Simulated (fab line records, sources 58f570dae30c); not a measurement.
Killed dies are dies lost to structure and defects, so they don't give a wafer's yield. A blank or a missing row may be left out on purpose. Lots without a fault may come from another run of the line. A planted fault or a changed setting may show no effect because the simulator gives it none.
Problem report in the 8D (eight disciplines) form, filled by code | flow berkeley_cmos170 | the parts of the form that need people (team, actions taken, sign-off) are left out

1. THE PROBLEM
rf_fwd_power_W at UCB170_M3_METAL_ETCH_18 reads a mean of 526.1 W on 6 wafers of 2 lots; wafers without a fault read 598.3 W with a standard deviation of 1.8. That is -40 standard deviations from the usual mean.
The step: etches Al in Cl2/BCl3, stops on SiO2, target depth 1170 nm, time 195 s.
First seen on wafer L629.2, day 11 00:01, on rie_metal-02. The record holds 42 wafers of 14 lots with a number at this step. Rule for "out", or "out of limits": more than 4 standard deviations from the usual mean. The other wafers with a number count as sound.

2. WHAT IT IS AND WHAT IT IS NOT
question                    | is                     | is not
which readings at this step | rf_fwd_power_W         | bias_w, drypump_motor_current_A, he_backside_leak_sccm, oes_product_au
which lots                  | L629, L630             | L617, L618, L620, L621, L624, L625, L632, L633, L634, L637, L638, L639
which wafers of those lots  | all that have a number | -
read on which tools         | rie_metal-02           | rie_metal-03, rie_metal-04
when                        | from day 11 00:01      | up to then (18 sound wafers); but 18 sound wafers of L632, L633, L634, L637, L638, L639 came after

3. SUSPECTS, AND WHAT RULES EACH OUT
Counting: a tool at a process step up to the reading stays a suspect if it ran every lot that is out and no sound lot after the first of them.
- rie_diel-04 at UCB170_M1_ETCH_11 (etches BARC in N2/H2): ruled out as a lasting fault. Sound lots L634, L637, L639 ran on it after its first lot that is out, L629 (day 10 10:50).
- rie_metal-02 at UCB170_M3_METAL_ETCH_18 (etches Al in Cl2/BCl3, stops on SiO2, target depth 1170 nm, time 195 s): kept. It ran every lot that is out, first L629 (day 11 00:01), and no sound lot after that; its last sound lot up to then is L624 (day 10 01:40). Its own readings are out on those wafers: rf_fwd_power_W.
Left after counting: rie_metal-02 at UCB170_M3_METAL_ETCH_18.

4. THE CAUSE (what the simulator had put in)
Process parameter drift: rie_metal-02, from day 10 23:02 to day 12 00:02, at UCB170_M3_METAL_ETCH_18. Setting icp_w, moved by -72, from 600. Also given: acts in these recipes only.
Counting left only this tool.

5. THE CHAIN OF EFFECTS, in route order
Each row: a reading whose mean over the struck wafers that have a number lies more than 3 standard deviations from the usual. Only readings for which the record gives a usual standard deviation are gone through. hours: the time from each lot's start at the first step in this table that gives one to its start at this step, as a median over the lots. sigmas: the change in usual standard deviations.
hours | step                    | reading        | usual      | on struck wafers | change | sigmas
0     | UCB170_M3_METAL_ETCH_18 | rf_fwd_power_W | 598.3 W    | 526.1            | -72.2  | -40
0     | UCB170_M3_STRIP_19      | oes_product_au | 0.542 a.u. | 0.612            | +0.070 | +11
The process steps in it:
- UCB170_M3_METAL_ETCH_18: etches Al in Cl2/BCl3, stops on SiO2, target depth 1170 nm, time 195 s.
- UCB170_M3_STRIP_19: strips in O2.

6. WHAT WOULD HAVE CAUGHT IT SOONER
In this record the first reading out of limits was taken at day 11 00:01, 1 hour after the fault began at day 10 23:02.
